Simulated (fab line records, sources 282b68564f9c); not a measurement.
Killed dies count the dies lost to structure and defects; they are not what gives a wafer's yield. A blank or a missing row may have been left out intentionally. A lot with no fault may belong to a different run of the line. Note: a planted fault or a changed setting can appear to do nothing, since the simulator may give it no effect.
fab line records -- flow ritCmos
record: lots: 6, wafers: 18, lastDay: 7
route steps=202 shown GATE@75 FOX2@80 M1@202
lots untouched by any fault: they come from a run of this same line in which no faults occurred
startH: start of the lot's first displayed wafer, in hours after the record's first day -- waitH: hours from the lot's prior step to this one -- " same as the row above -- L1.1+2: one row covering several wafers at once -- - no value, or no start was given -- * or withheld: withheld -- < > ~ a bound
route shown NAME@n: names a module that has steps shown in the file, with the first one's number in the route -- usual: average and standard deviation across the fault-free wafers -- same: alike in all rows -- chamber/n: place in a boat -- sites: the reading at each site -- _std_site: the standard deviation of these -- _edge_site: mean of outer sites minus mean of inner sites -- radiusMm: for every site, how far away it sits from the centre of the wafer -- mask NAME#n: copy n -- behind: tool/chamber where the wafer was last shaped -- hold: why the lot was held/for how many hours/how that ended -- device: transistor that didn't switch, given as n, p or np -- end of line: at the end of the route, the tests of the same wafers -- where a step has no rows: the recipe by itself -- killed: dies that structure and defects cost at the first sort, which is not the same as the wafer's yield -- map: dies across one wafer; x = killed, . = not, _ = none there
set.NAME: the run value of the setting; set.NAME@STEP: its run value at that earlier step -- model.NAME: the simulator's own value behind a step, which no gauge read
a table for each step, a row for each wafer; lots at some steps of the route
services: the hour from which a tool's chamber was out of use, counted from the record's first day as startH (under 0 if before that day), plus the number of hours and why
== steps ==
step: RIT_GATE_WET_ETCH_00
recipe: chemistry: BOE, target: SiO2, targetDepthNm: 56, timeS: 60, dry: n2Spin, dilution: 10:1, tempC: 21.5
step: RIT_GATE_CLEAN_01
recipe: chemistry: SC1, mix: 3:3:50, timeS: 600, tempC: 75
step: RIT_GATE_CLEAN_02
recipe: chemistry: dHF, dilution: 50:1, timeS: 30
step: RIT_GATE_CLEAN_03
recipe: chemistry: SC2, mix: 3:3:50, timeS: 600, tempC: 75, dry: n2Spin
step: RIT_GATE_CLEAN_04
recipe: chemistry: dHF, dilution: 50:1, timeS: 60, dry: n2Spin
step: RIT_FOX2_THK_MEAS_91
recipe: reads: SiO2_of_FOX2_OXIDATION_00
usual: FIELD_OXIDE_LEFT_2_THK: 266/5.7
lot.wafer,tool,chamber,startH,waitH,FIELD_OXIDE_LEFT_2_THK[nm]
L903.2,filmMetro-02,-,46.49,0.0,269
L903.3,filmMetro-02,-,46.49,0.0,266
L903.5,filmMetro-02,-,46.49,0.0,272
L907.1,filmMetro-01,-,67.01,0.0,268
L907.3,filmMetro-01,-,67.01,0.0,261
L907.4,filmMetro-01,-,67.01,0.0,268
L913.1,filmMetro-04,-,98.40,0.0,274
L913.5,filmMetro-04,-,98.40,0.0,270
L913.6,filmMetro-04,-,98.40,0.0,266
L914.1,filmMetro-01,-,101.53,0.0,269
L914.5,filmMetro-01,-,101.53,0.0,269
L914.6,filmMetro-01,-,101.53,0.0,267
L915.4,filmMetro-04,-,106.46,0.0,268
L915.5,filmMetro-04,-,106.46,0.0,275
L915.6,filmMetro-04,-,106.46,0.0,270
L922.3,filmMetro-01,-,142.29,0.0,262
L922.5,filmMetro-01,-,142.29,0.0,260
L922.6,filmMetro-01,-,142.29,0.0,260
step: RIT_GATE_OXIDATION_05
recipe: tempC: 900, ambient: O2, targetThkA: 30, oxTimeS: 270
step: RIT_GATE_ANNEAL_06
recipe: tempC: 900, timeS: 600, ambient: N2O
step: RIT_GATE_THK_MEAS_07
recipe: reads: SiO2_of_GATE_OXIDATION_05
usual: GATE_OXIDE_THK: 3.01/0.066
lot.wafer,tool,chamber,startH,waitH,GATE_OXIDE_THK[nm]
L903.2,filmMetro-04,-,47.88,0.0,2.93
L903.3,filmMetro-04,-,47.88,0.0,2.89
L903.5,filmMetro-04,-,47.88,0.0,3.02
L907.1,filmMetro-04,-,68.62,0.0,3.09
L907.3,filmMetro-04,-,68.62,0.0,2.97
L907.4,filmMetro-04,-,68.62,0.0,3.00
L913.1,filmMetro-04,-,104.43,0.0,3.09
L913.5,filmMetro-04,-,104.43,0.0,3.12
L913.6,filmMetro-04,-,104.43,0.0,3.12
L914.1,filmMetro-02,-,104.43,0.0,3.10
L914.5,filmMetro-02,-,104.43,0.0,3.07
L914.6,filmMetro-02,-,104.43,0.0,3.11
L915.4,filmMetro-02,-,108.41,0.0,3.03
L915.5,filmMetro-02,-,108.41,0.0,3.06
L915.6,filmMetro-02,-,108.41,0.0,3.17
L922.3,filmMetro-02,-,144.24,0.0,3.08
L922.5,filmMetro-02,-,144.24,0.0,3.04
L922.6,filmMetro-02,-,144.24,0.0,3.07
step: RIT_GATE_CVD_08
recipe: material: poly-Si, targetThkNm: 250, tempC: 610, precursor: SiH4, timeS: 2220, pressureMtorr: 300, sih4FlowSccm: 100
step: RIT_GATE_THK_MEAS_09
recipe: reads: poly-Si_of_GATE_CVD_08
usual: GATE_POLY_THK: 250.8/2.4
lot.wafer,tool,chamber,startH,waitH,GATE_POLY_THK[nm]
L903.2,filmMetro-01,-,49.55,0.0,250.1
L903.3,filmMetro-01,-,49.55,0.0,250.6
L903.5,filmMetro-01,-,49.55,0.0,250.4
L907.1,filmMetro-01,-,70.29,0.0,250.8
L907.3,filmMetro-01,-,70.29,0.0,248.6
L907.4,filmMetro-01,-,70.29,0.0,246.3
L913.1,filmMetro-01,-,106.10,0.0,255.3
L913.5,filmMetro-01,-,106.10,0.0,252.6
L913.6,filmMetro-01,-,106.10,0.0,253.1
L914.1,filmMetro-02,-,106.10,0.0,252.9
L914.5,filmMetro-02,-,106.10,0.0,253.4
L914.6,filmMetro-02,-,106.10,0.0,252.3
L915.4,filmMetro-04,-,110.08,0.0,249.9
L915.5,filmMetro-04,-,110.08,0.0,248.9
L915.6,filmMetro-04,-,110.08,0.0,247.0
L922.3,filmMetro-04,-,145.92,0.0,249.9
L922.5,filmMetro-04,-,145.92,0.0,251.8
L922.6,filmMetro-04,-,145.92,0.0,252.7
step: RIT_GATE_HMDS_10
recipe: primeTimeS: 60, primeTempC: 140
step: RIT_GATE_COAT_11
recipe: resist: NOVOLAK, spinRpm: 4250, resistThkNm: 850
usual: spinSpeedRpm: 4249.7/2.9
lot.wafer,tool,chamber,startH,waitH,spinSpeedRpm,model.NOVOLAK_of_GATE_COAT_11.thkNm
L903.2,lithoTrack-04,0,49.88,0.1,4248.7,851.3
L903.3,lithoTrack-04,0,49.88,0.1,4245.6,850.8
L903.5,lithoTrack-04,0,49.88,0.1,4247.2,851.4
L907.1,lithoTrack-04,0,70.50,0.1,4248.4,853.1
L907.3,lithoTrack-04,0,70.50,0.1,4247.5,851.9
L907.4,lithoTrack-04,0,70.50,0.1,4247.4,855.6
L914.1,lithoTrack-02,0,106.31,0.1,4247.0,849.5
L914.5,lithoTrack-02,0,106.31,0.1,4245.3,847.5
L914.6,lithoTrack-02,0,106.31,0.1,4248.1,846
L913.1,lithoTrack-04,0,106.61,0.1,3641.3,919.3
L913.5,lithoTrack-04,0,106.61,0.1,3636.4,919.8
L913.6,lithoTrack-04,0,106.61,0.1,3635.6,919.8
L915.4,lithoTrack-04,0,110.34,0.1,3636.6,918.7
L915.5,lithoTrack-04,0,110.34,0.1,3638.6,918.8
L915.6,lithoTrack-04,0,110.34,0.1,3642.3,920.9
L922.3,lithoTrack-01,0,146.33,0.1,4245.4,848.6
L922.5,lithoTrack-01,0,146.33,0.1,4248.8,850.2
L922.6,lithoTrack-01,0,146.33,0.1,4248.4,848.3
step: RIT_GATE_SOFTBAKE_12
recipe: resist: NOVOLAK, tempC: 90, timeS: 58.29
step: RIT_GATE_EXPOSE_13
recipe: maskId: M6, na: 0.6, sourceShape: conventional, sigmaOuter: 0.6, targetCdNm: 150, doseMj: 380
step: RIT_GATE_PEB_14
recipe: resist: NOVOLAK, tempC: withheld, timeS: withheld
step: RIT_GATE_DEVELOP_15
recipe: resist: NOVOLAK, developTimeS: 48.97, devTempC: 23
lot.wafer,tool,chamber,startH,waitH,model.GATE.cdNm
L903.2,lithoTrack-04,0,-,-,148.5
L903.3,lithoTrack-04,0,-,-,146.2
L903.5,lithoTrack-04,0,-,-,146.9
L907.1,lithoTrack-02,0,-,-,144.8
L907.3,lithoTrack-02,0,-,-,145.8
L907.4,lithoTrack-02,0,-,-,146.9
L914.1,lithoTrack-01,0,-,-,145.4
L914.5,lithoTrack-01,0,-,-,146.2
L914.6,lithoTrack-01,0,-,-,144.4
L913.1,lithoTrack-01,0,-,-,160.5
L913.5,lithoTrack-01,0,-,-,159.7
L913.6,lithoTrack-01,0,-,-,160
L915.4,lithoTrack-04,0,-,-,160.1
L915.5,lithoTrack-04,0,-,-,160.9
L915.6,lithoTrack-04,0,-,-,162.2
L922.3,lithoTrack-04,0,-,-,145.6
L922.5,lithoTrack-04,0,-,-,145.7
L922.6,lithoTrack-04,0,-,-,145.5
step: RIT_GATE_CD_MEAS_16
recipe: targetCdNm: 150
usual: cdNm: 148.7/2.5
lot.wafer,tool,chamber,startH,waitH,cdNm
L903.2,cdSem-02,-,50.58,-,148.2
L903.3,cdSem-02,-,50.58,-,146.3
L903.5,cdSem-02,-,50.58,-,146.8
L907.1,cdSem-01,-,71.33,-,144.5
L907.3,cdSem-01,-,71.33,-,145.8
L907.4,cdSem-01,-,71.33,-,146.8
L914.1,cdSem-01,-,107.01,-,145.3
L914.5,cdSem-01,-,107.01,-,145.9
L914.6,cdSem-01,-,107.01,-,143.9
L913.1,cdSem-01,-,107.44,-,160.4
L913.5,cdSem-01,-,107.44,-,159.8
L913.6,cdSem-01,-,107.44,-,160.1
L915.4,cdSem-02,-,111.02,-,160.3
L915.5,cdSem-02,-,111.02,-,160.9
L915.6,cdSem-02,-,111.02,-,162.3
L922.3,cdSem-02,-,147.14,-,145.1
L922.5,cdSem-02,-,147.14,-,145.6
L922.6,cdSem-02,-,147.14,-,145.6
step: RIT_GATE_OVL_MEAS_17
usual: GATE_OVL: -0.5/1.6
lot.wafer,tool,chamber,startH,waitH,GATE_OVL[nm]
L903.2,overlay-01,-,50.69,0.1,-0.3
L903.3,overlay-01,-,50.69,0.1,2.0
L903.5,overlay-01,-,50.69,0.1,0.2
L907.1,overlay-01,-,71.45,0.1,2.8
L907.3,overlay-01,-,71.45,0.1,1.9
L907.4,overlay-01,-,71.45,0.1,0.7
L914.1,overlay-02,-,107.13,0.1,-2.0
L914.5,overlay-02,-,107.13,0.1,0.7
L914.6,overlay-02,-,107.13,0.1,-2.4
L913.1,overlay-02,-,107.56,0.1,2.0
L913.5,overlay-02,-,107.56,0.1,1.5
L913.6,overlay-02,-,107.56,0.1,2.4
L915.4,overlay-01,-,111.10,0.1,2.3
L915.5,overlay-01,-,111.10,0.1,2.4
L915.6,overlay-01,-,111.10,0.1,-1.0
L922.3,overlay-01,-,147.23,0.1,-1.1
L922.5,overlay-01,-,147.23,0.1,-0.4
L922.6,overlay-01,-,147.23,0.1,-0.3
step: RIT_GATE_HARDBAKE_18
recipe: resist: NOVOLAK, tempC: 140, timeS: 60
step: RIT_GATE_ETCH_19
recipe: chemistry: SF6/CHF3/O2, timeS: 165, SF6_flow_sccm: 30, CHF3_flow_sccm: 30, O2_flow_sccm: 5, target: poly-Si, pressureMtorr: 40, rfW: 160, targetDepthA: 3125, overEtchFrac: 0.25, stopOn: SiO2
usual: drypumpMotorCurrentA: 5.8/0.47, oesProductAu: 0.850/0.013, throttleValvePct: 10.29/0.19
same: overEtchFrac: 0.25, timeS: 165
lot.wafer,tool,chamber,startH,waitH,drypumpMotorCurrentA,oesProductAu,rfHoursCounterH,throttleValvePct,model.NOVOLAK_of_GATE_COAT_11.thkNm,model.GATE.cdNm
L903.2,rieSi-02,2,50.87,0.1,5.4,0.858,28,10.28,673,148.4
L903.3,rieSi-02,1,50.87,0.1,5.3,0.854,26,10.00,669.5,146.2
L903.5,rieSi-02,2,50.87,0.1,5.5,0.847,-,10.27,672.9,146.9
L907.1,rieSi-02,0,71.63,0.1,5.7,0.849,19,10.08,670.9,144.7
L907.3,rieSi-02,3,71.63,0.1,6.2,0.850,145,10.44,669.4,145.8
L907.4,rieSi-02,1,71.63,0.1,5.3,0.843,26,9.97,674,146.9
L914.1,rieSi-02,1,107.35,0.1,5.3,0.854,27,9.98,669.2,145.4
L914.5,rieSi-02,3,107.35,0.1,6.2,0.874,-,10.45,664.4,146.2
L914.6,rieSi-02,2,107.35,0.1,5.4,0.869,-,10.27,667.4,144.3
L913.1,rieSi-01,3,107.74,0.1,6.4,0.866,23,10.55,728,160.5
L913.5,rieSi-01,1,107.74,0.1,5.9,0.864,-,10.24,729.4,159.8
L913.6,rieSi-01,0,107.74,0.1,6.7,0.875,-,10.29,731.1,159.9
L915.4,rieSi-02,1,111.27,0.1,5.3,0.837,27,9.96,729.6,160.1
L915.5,rieSi-02,0,111.27,0.1,5.7,0.831,-,10.08,728.3,160.7
L915.6,rieSi-02,1,111.27,0.1,5.3,0.846,-,9.99,731.2,162.1
L922.3,rieSi-01,2,147.41,0.1,5.3,0.824,23,10.49,668.7,145.6
L922.5,rieSi-01,0,147.41,0.1,6.7,0.867,-,10.28,670.6,145.6
L922.6,rieSi-01,3,147.41,0.1,6.4,0.846,-,10.56,665.5,145.4
step: RIT_GATE_STRIP_20
recipe: chemistry: O2, timeS: 180, resist: NOVOLAK, platenTempC: withheld, powerW: 500, pressureMtorr: 4000, o2FlowSccm: 4000
usual: drypumpMotorCurrentA: 5.8/0.44, rfReflPowerW: 6.0/0.98
same: timeS: 180
lot.wafer,tool,chamber,startH,waitH,drypumpMotorCurrentA,rfHoursCounterH,rfReflPowerW
L903.2,plasmaAsher-01,1,50.97,0.1,5.2,38,6.1
L903.3,plasmaAsher-01,0,50.97,0.1,6.2,-,7.1
L903.5,plasmaAsher-01,1,50.97,0.1,5.3,-,6.1
L907.1,plasmaAsher-01,0,71.74,0.1,6.2,40,7.3
L907.3,plasmaAsher-01,0,71.74,0.1,6.2,-,7.1
L907.4,plasmaAsher-01,1,71.74,0.1,5.2,-,5.9
L914.1,plasmaAsher-04,1,107.45,0.1,5.3,46,4.1
L914.5,plasmaAsher-04,0,107.45,0.1,6.2,-,5.2
L914.6,plasmaAsher-04,1,107.45,0.1,5.3,-,4.2
L913.1,plasmaAsher-01,0,107.85,0.1,6.2,43,7.1
L913.5,plasmaAsher-01,1,107.85,0.1,5.2,-,6.0
L913.6,plasmaAsher-01,0,107.85,0.1,6.2,-,7.3
L915.4,plasmaAsher-04,0,111.44,0.1,6.2,-,5.5
L915.5,plasmaAsher-04,0,111.44,0.1,6.3,-,5.1
L915.6,plasmaAsher-04,1,111.44,0.1,5.3,-,4.2
L922.3,plasmaAsher-01,1,147.57,0.1,5.2,-,6.1
L922.5,plasmaAsher-01,0,147.57,0.1,6.2,-,7.2
L922.6,plasmaAsher-01,1,147.57,0.1,5.2,-,6.2
step: RIT_M1_PROBE_99
usual: killed_at_M0_to_M3: 0.0/0.14, killedAtFrontEnd: 6.3/2.8, killedDies: 6.4/2.8, killedOpen: 3.3/1.7, killedShort: 3.1/1.9
same: grossDies: 264, killed_at_M4_up: 0, killedAtBackSide: 0, killedAtContacts: 0, killedAtOther: 0
lot.wafer,tool,chamber,startH,waitH,killed_at_M0_to_M3,killedAtFrontEnd,killedDies,killedOpen,killedShort,model.etest.pmos_0p15.rOnOhmUm,model.etest.pmosTurned.rOnOhmUm,model.etest.nmos_0p15.rOnOhmUm,model.etest.nmos_0p15.driveUaUm,model.etest.pmos_0p15.driveUaUm,model.etest.npolyLine.lineOhmUm,model.etest.ppolyLine.lineOhmUm,model.etest.pmosTurned.driveUaUm
L903.2,prober-02,-,71.02,0.1,0,8,8,3,5,2731,3399,1096,483.3,264.2,169.3,162.2,192.6
L903.3,prober-02,-,71.07,0.2,0,7,7,4,3,2626,3303,1053,498.1,271.4,173.1,164.4,194.3
L903.5,prober-02,-,71.17,0.2,0,7,7,5,2,2656,3342,1063,488.4,264.7,170.2,163.4,193.6
L907.1,prober-02,-,91.37,0.1,0,10,10,1,9,2676,3373,1073,482.9,263.1,175.3,169.2,188.5
L907.3,prober-02,-,91.47,0.2,0,2,2,1,1,2609,3228,1080,493.3,273.4,175.3,168.1,204.6
L907.4,prober-02,-,91.52,0.2,0,4,4,1,3,2688,3281,1090,487.4,267.5,169.9,164.2,203.2
L914.1,prober-02,-,128.67,0.1,0,4,4,4,0,2742,3469,1152,465.4,256.3,172.5,168,185.5
L914.5,prober-02,-,128.87,0.2,0,9,9,5,4,2730,3398,1130,467.5,261.2,172.8,165,191.1
L914.6,prober-02,-,128.92,0.2,0,6,6,3,3,2684,3347,1099,473.8,265.9,179.6,166.8,194.4
L913.1,prober-01,-,128.68,0.1,0,7,7,4,3,3039,3719,1245,412.1,227.3,150.1,144.7,174.3
L913.5,prober-01,-,128.88,0.2,0,4,4,2,2,3049,3674,1218,416.6,228.5,151.4,146.9,175.9
L913.6,prober-01,-,128.93,0.2,0,11,11,5,5,3093,3770,1245,413,225.8,149,145,171.2
L915.4,prober-02,-,131.31,0.2,1,3,4,2,2,3080,3808,1225,418.9,227.1,152.6,144.8,168.3
L915.5,prober-02,-,131.36,0.2,0,5,5,4,1,3077,3790,1226,415.5,222.6,148.2,145.6,168.1
L915.6,prober-02,-,131.41,0.2,0,7,7,2,4,3153,3855,1259,400.7,218.7,149.5,143.3,165.9
L922.3,prober-01,-,167.22,0.2,0,7,7,4,3,2769,3442,1108,483.8,256.6,169.8,163.1,188
L922.5,prober-01,-,167.32,0.2,0,10,10,4,6,2788,3501,1092,484.2,255.4,175.5,166.3,182.7
L922.6,prober-01,-,167.37,0.2,0,6,6,3,3,2827,3570,1132,480.1,252.8,174,168.1,181.4
killed by level:class
L903.2 GATE:geometricParticle:short=2 GATE:geometricParticle:open=2 FOX1:geometricParticle:short=1 REOX:geometricParticle:short=1 SILICIDE:geometricParticle:short=1 SILICIDE:geometricParticle:open=1
L903.3 GATE:geometricParticle:short=2 SPACER:geometricParticle:open=2 FOX1:geometricParticle:open=1 GATE:geometricParticle:open=1 SPACER:geometricParticle:short=1
L903.5 GATE:geometricParticle:open=3 FOX2:geometricParticle:short=1 SPACER:geometricParticle:open=1 SILICIDE:geometricParticle:open=1 SILICIDE:geometricParticle:short=1
L907.1 GATE:geometricParticle:short=5 FOX2:geometricParticle:short=3 FOX1:geometricParticle:short=1 GATE:geometricParticle:open=1
L907.3 FOX1:geometricParticle:open=1 SILICIDE:geometricParticle:short=1
L907.4 FOX1:geometricParticle:short=1 GATE:geometricParticle:short=1 GATE:geometricParticle:open=1 SILICIDE:geometricParticle:short=1
L914.1 SPACER:geometricParticle:open=3 GATE:geometricParticle:open=1
L913.1 FOX1:geometricParticle:short=2 REOX:geometricParticle:open=2 GATE:geometricParticle:short=1 GATE:geometricParticle:open=1 SPACER:geometricParticle:open=1
L914.5 GATE:geometricParticle:short=2 GATE:geometricParticle:open=2 REOX:geometricParticle:open=2 FOX1:geometricParticle:open=1 FOX1:geometricParticle:short=1 FOX2:geometricParticle:short=1
L913.5 SILICIDE:geometricParticle:short=2 SILICIDE:geometricParticle:open=2
L914.6 GATE:geometricParticle:short=2 SPACER:geometricParticle:open=2 FOX1:geometricParticle:short=1 REOX:geometricParticle:open=1
L913.6 FOX1:geometricParticle:short=2 GATE:geometricParticle:open=2 SILICIDE:geometricParticle:short=2 SILICIDE:geometricParticle:open=2 FOX1:geometricParticle:open=1 GATE:geometricParticle:short=1 GATE:areaExpose=1
L915.4 GATE:geometricParticle:short=1 GATE:geometricParticle:open=1 SPACER:geometricParticle:open=1 M1:geometricParticle:short=1
L915.5 SILICIDE:geometricParticle:open=2 FOX2:geometricParticle:open=1 GATE:geometricParticle:open=1 GATE:geometricParticle:short=1
L915.6 GATE:geometricParticle:short=4 FOX2:geometricParticle:open=1 GATE:geometricParticle:open=1 GATE:areaExpose=1
L922.3 FOX1:geometricParticle:open=1 FOX1:geometricParticle:short=1 FOX2:geometricParticle:open=1 FOX2:geometricParticle:short=1 GATE:geometricParticle:open=1 GATE:geometricParticle:short=1 REOX:geometricParticle:open=1
L922.5 FOX1:geometricParticle:open=2 REOX:geometricParticle:short=2 FOX1:geometricParticle:short=1 GATE:geometricParticle:open=1 GATE:geometricParticle:short=1 SPACER:geometricParticle:short=1 SPACER:geometricParticle:open=1 SILICIDE:geometricParticle:short=1
L922.6 FOX1:geometricParticle:short=1 FOX1:geometricParticle:open=1 GATE:geometricParticle:open=1 REOX:geometricParticle:open=1 SPACER:geometricParticle:short=1 SILICIDE:geometricParticle:short=1
== services ==
tool,chamber,startH,hours,kind
plasmaAsher-04,-,40.20,13.1,repair
plasmaAsher-04,-,83.19,3.2,repair
plasmaAsher-01,-,108.75,9.0,pm
plasmaAsher-01,0,108.75,9.0,ventCycle
plasmaAsher-01,1,108.75,9.0,ventCycle
plasmaAsher-01,0,117.75,-,clean
plasmaAsher-01,1,117.75,-,clean
rieSi-02,2,122.05,1.1,repair
rieSi-01,3,122.60,12.7,repair
rieSi-02,3,132.47,-,clean
rieSi-02,3,132.47,24.4,scheduledDown
rieSi-02,3,132.47,24.4,ventCycle
plasmaAsher-04,-,139.44,1.2,repair
== key ==
firstSign: step: RIT_GATE_COAT_11, reading: spinSpeedRpm, direction: down, sigmas: 99+, usual: 4249.7, struck: 3638.5
effect: step: RIT_GATE_CD_MEAS_16, reading: cdNm, direction: up, sigmas: 4.8, usual: 148.7, struck: 160.6
modelEffect: step: RIT_GATE_COAT_11, value: NOVOLAK_of_GATE_COAT_11.thkNm, without: 850.7, struck: 919.6
modelEffect: step: RIT_GATE_DEVELOP_15, value: GATE.cdNm, without: 149, struck: 160.6
modelEffect: step: RIT_GATE_ETCH_19, value: NOVOLAK_of_GATE_COAT_11.thkNm, without: 669.3, struck: 729.6
modelEffect: step: RIT_M1_PROBE_99, value: etest.pmos_0p15.rOnOhmUm, without: 2807, struck: 3082
metAt RIT_GATE_COAT_11
struckWafers L913.1,L913.5,L913.6,L915.4,L915.5,L915.6
testerLeftOut L913,L915
onsetBetween 70.50 106.61
fault: kind: processParameterDrift, tool: lithoTrack-04, chamber: -, onsetH: 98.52, steps: RIT_GATE_COAT_11, channel: spinRpm, offset: -612.74, shape: step, endH: 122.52, actsIn: theseRecipesOnly, stated: 4250
testerLeftOut: of these lots the tester's yield and bins aren't shown, on N5 and GAA mostly nor the transistor test; their killed dies are dies lost to structure and defects alone, not to doping, threshold or leakage, so they don't give the yield
